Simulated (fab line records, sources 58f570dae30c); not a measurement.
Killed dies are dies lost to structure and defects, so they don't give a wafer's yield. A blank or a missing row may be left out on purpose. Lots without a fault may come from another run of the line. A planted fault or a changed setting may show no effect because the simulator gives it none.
Which tool did it? | flow berkeley_cmos170 | 15 lots, 45 wafers sampled, at 4 steps of a route of 331

WHAT THE GAUGES READ, wafer by wafer
UCB170_NWELL_TW_MEAS_16. Usual: NWELL_TW 1248, standard deviation 4.3.
lot  | measured    | on            | NWELL_TW       | flag
L703 | day 2 04:35 | film_metro-01 | 1248 1243 1247 |
L704 | day 2 12:04 | film_metro-02 | 1247 1242 1248 |
L707 | day 3 01:43 | film_metro-04 | 1253 1253 1251 |
L708 | day 3 06:50 | film_metro-01 | 1257 1257 1254 |
L712 | day 4 07:07 | film_metro-01 | 1245 1247 1248 |
L714 | day 4 20:39 | film_metro-02 | 1248 1253 1255 |
L715 | day 4 23:08 | film_metro-04 | 1253 1242 1250 |
L716 | day 4 22:55 | film_metro-01 | 1245 1250 1248 |
L717 | day 5 08:10 | film_metro-02 | 1248 1250 1255 |
L720 | day 5 23:25 | film_metro-01 | 1250 1252 1247 |
L721 | day 6 08:31 | film_metro-01 | 1242 1246 1252 |
L723 | day 6 15:58 | film_metro-04 | 1247 1241 1241 |
L724 | day 6 19:43 | film_metro-01 | 1245 1245 1244 |
L725 | day 7 00:51 | film_metro-02 | 1253 1246 1249 |
L726 | day 7 05:38 | film_metro-01 | 1245 1251 1248 |

UCB170_PWELL_THK_MEAS_03. Usual: PWELL_OXIDE_THK 26.3 nm, standard deviation 0.43.
lot  | measured    | on            | PWELL_OXIDE_THK (nm) | flag
L703 | day 2 12:16 | film_metro-03 | 26.7 26.6 26.7       |
L704 | day 2 20:58 | film_metro-04 | 26.3 25.8 26.1       |
L707 | day 3 11:59 | film_metro-01 | 26.0 26.2 25.8       |
L708 | day 3 16:44 | film_metro-01 | 26.5 26.7 26.4       |
L712 | day 4 13:19 | film_metro-03 | 26.8 26.6 26.5       |
L714 | day 5 08:03 | film_metro-01 | 26.5 26.7 26.4       |
L715 | day 5 08:02 | film_metro-04 | 26.4 25.9 25.4       |
L716 | day 5 08:02 | film_metro-03 | 26.8 26.7 26.8       |
L717 | day 5 15:38 | film_metro-01 | 26.4 26.0 26.1       |
L720 | day 6 07:10 | film_metro-01 | 26.5 26.1 25.7       |
L721 | day 6 17:04 | film_metro-04 | 26.4 26.7 26.8       |
L723 | day 7 01:01 | film_metro-04 | 25.6 25.8 25.8       |
L724 | day 7 03:12 | film_metro-04 | 25.7 26.1 25.9       |
L725 | day 7 12:12 | film_metro-04 | 25.8 25.6 25.8       |
L726 | day 7 12:13 | film_metro-03 | 25.5 25.7 25.7       |

WHICH TOOL RAN EACH LOT (tool, then ch and the chambers of the sampled wafers, then the start)
lot  | UCB170_ZERO_HMDS_00              | UCB170_ZERO_STRIP_07
L703 | litho_track-03 ch 0, day 1 17:24 | plasma_asher-01 ch 0,1, day 1 18:22
L704 | litho_track-01 ch 0, day 1 21:52 | plasma_asher-03 ch 0,1, day 1 22:52
L707 | litho_track-02 ch 0, day 2 14:14 | plasma_asher-01 ch 0,1, day 2 15:32
L708 | litho_track-01 ch 0, day 2 18:13 | plasma_asher-03 ch 0,1, day 2 19:47
L712 | litho_track-01 ch 0, day 3 16:20 | plasma_asher-04 ch 1, day 3 17:49
L714 | litho_track-03 ch 0, day 4 05:06 | plasma_asher-01 ch 0,1, day 4 05:56
L715 | litho_track-02 ch 0, day 4 10:13 | plasma_asher-04 ch 0,1, day 4 11:14
L716 | litho_track-03 ch 0, day 4 10:19 | plasma_asher-03 ch 0,1, day 4 11:26
L717 | litho_track-03 ch 0, day 4 17:03 | plasma_asher-03 ch 0,1, day 4 18:13
L720 | litho_track-01 ch 0, day 5 07:50 | plasma_asher-03 ch 0,1, day 5 08:48
L721 | litho_track-01 ch 0, day 5 14:19 | plasma_asher-04 ch 0,1, day 5 15:23
L723 | litho_track-01 ch 0, day 6 02:08 | plasma_asher-01 ch 0,1, day 6 03:19
L724 | litho_track-01 ch 0, day 6 05:58 | plasma_asher-04 ch 0,1, day 6 06:49
L725 | litho_track-02 ch 0, day 6 10:01 | plasma_asher-03 ch 0, day 6 10:59
L726 | litho_track-01 ch 0, day 6 14:11 | plasma_asher-04 ch 0,1, day 6 15:10
- UCB170_ZERO_HMDS_00: prime time 60 s.
- UCB170_ZERO_STRIP_07: strips in O2.

WHAT THE TOOLS THEMSELVES READ (means of the sampled wafers that have a number; where no wafer has one, the mark that the record gives instead)
UCB170_ZERO_HMDS_00. Usual: prime_temp_c 100.00 C, standard deviation 0.14.
lot  | tool           | prime_temp_c (C) | flag
L703 | litho_track-03 | 99.94            |
L704 | litho_track-01 | 100.00           |
L707 | litho_track-02 | 100.05           |
L708 | litho_track-01 | 99.98            |
L712 | litho_track-01 | 99.80            |
L714 | litho_track-03 | 97.87            | OFF
L715 | litho_track-02 | 100.13           |
L716 | litho_track-03 | 98.00            | OFF
L717 | litho_track-03 | 97.70            | OFF
L720 | litho_track-01 | 99.91            |
L721 | litho_track-01 | 99.85            |
L723 | litho_track-01 | 99.82            |
L724 | litho_track-01 | 99.97            |
L725 | litho_track-02 | 100.06           |
L726 | litho_track-01 | 99.95            |

UCB170_ZERO_STRIP_07. Usual: drypump_motor_current_A 5.7 A, standard deviation 0.52; oes_product_au 0.728 a.u., standard deviation 0.0044; strip_time_to_endpoint_s 21.47 s, standard deviation 0.064.
lot  | tool            | drypump_motor_current_A (A) | oes_product_au (a.u.) | strip_time_to_endpoint_s (s) | flag
L703 | plasma_asher-01 | 5.2                         | 0.732                 | 21.41                        |
L704 | plasma_asher-03 | 5.7                         | 0.723                 | 21.42                        |
L707 | plasma_asher-01 | 5.5                         | 0.728                 | 21.52                        |
L708 | plasma_asher-03 | 5.7                         | 0.731                 | 21.51                        |
L712 | plasma_asher-04 | 6.1                         | 0.728                 | 21.50                        |
L714 | plasma_asher-01 | 5.2                         | 0.727                 | 21.51                        |
L715 | plasma_asher-04 | 6.1                         | 0.725                 | 21.43                        |
L716 | plasma_asher-03 | 5.7                         | 0.728                 | 21.50                        |
L717 | plasma_asher-03 | 5.4                         | 0.728                 | 21.49                        |
L720 | plasma_asher-03 | 5.4                         | 0.731                 | 21.53                        |
L721 | plasma_asher-04 | 6.2                         | 0.730                 | 21.55                        |
L723 | plasma_asher-01 | 5.5                         | 0.729                 | 21.40                        |
L724 | plasma_asher-04 | 6.2                         | 0.727                 | 21.38                        |
L725 | plasma_asher-03 | 6.0                         | 0.729                 | 21.43                        |
L726 | plasma_asher-04 | 6.2                         | 0.730                 | 21.41                        |

THE ANSWER, worked out from the rows above alone
Rule: a lot is off if the mean of its wafers that have a number lies more than 3 standard deviations from the usual mean. A lot without any number at a reading at which 4 lots or more have one is off too. The other lots that the step has rows for count as sound. The gauges are gone through in route order, then the tools' own readings, and for those a lot's mean is taken as printed above. The first step at which some lot is off is used, and at that step the reading that is off furthest; a lot without a number counts as furthest.
Off: L714, L716, L717, at UCB170_ZERO_HMDS_00 (prime_temp_c).
A tool fits if, at that step or a process step before it, it ran every lot that is off, and no sound lot after the first of them. One fits: litho_track-03 at UCB170_ZERO_HMDS_00. Its last sound lot is L703 (day 1 17:24), its first lot that is off L714 (day 4 05:06): a fault that began between those two fits.
The tool's own readings at UCB170_ZERO_HMDS_00 bear it out: on the lots that are off they differ by more than 5 times the standard deviation of the sound lots' means. prime_temp_c reads 97.86 C there against 99.95 C on the sound lots.

WHAT THE SIMULATOR HAD PUT IN
Process parameter drift: litho_track-03, from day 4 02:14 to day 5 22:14, at UCB170_ZERO_HMDS_00. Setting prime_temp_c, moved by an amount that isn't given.
Lots struck among those shown: L714, L716, L717. The rule above found the same.
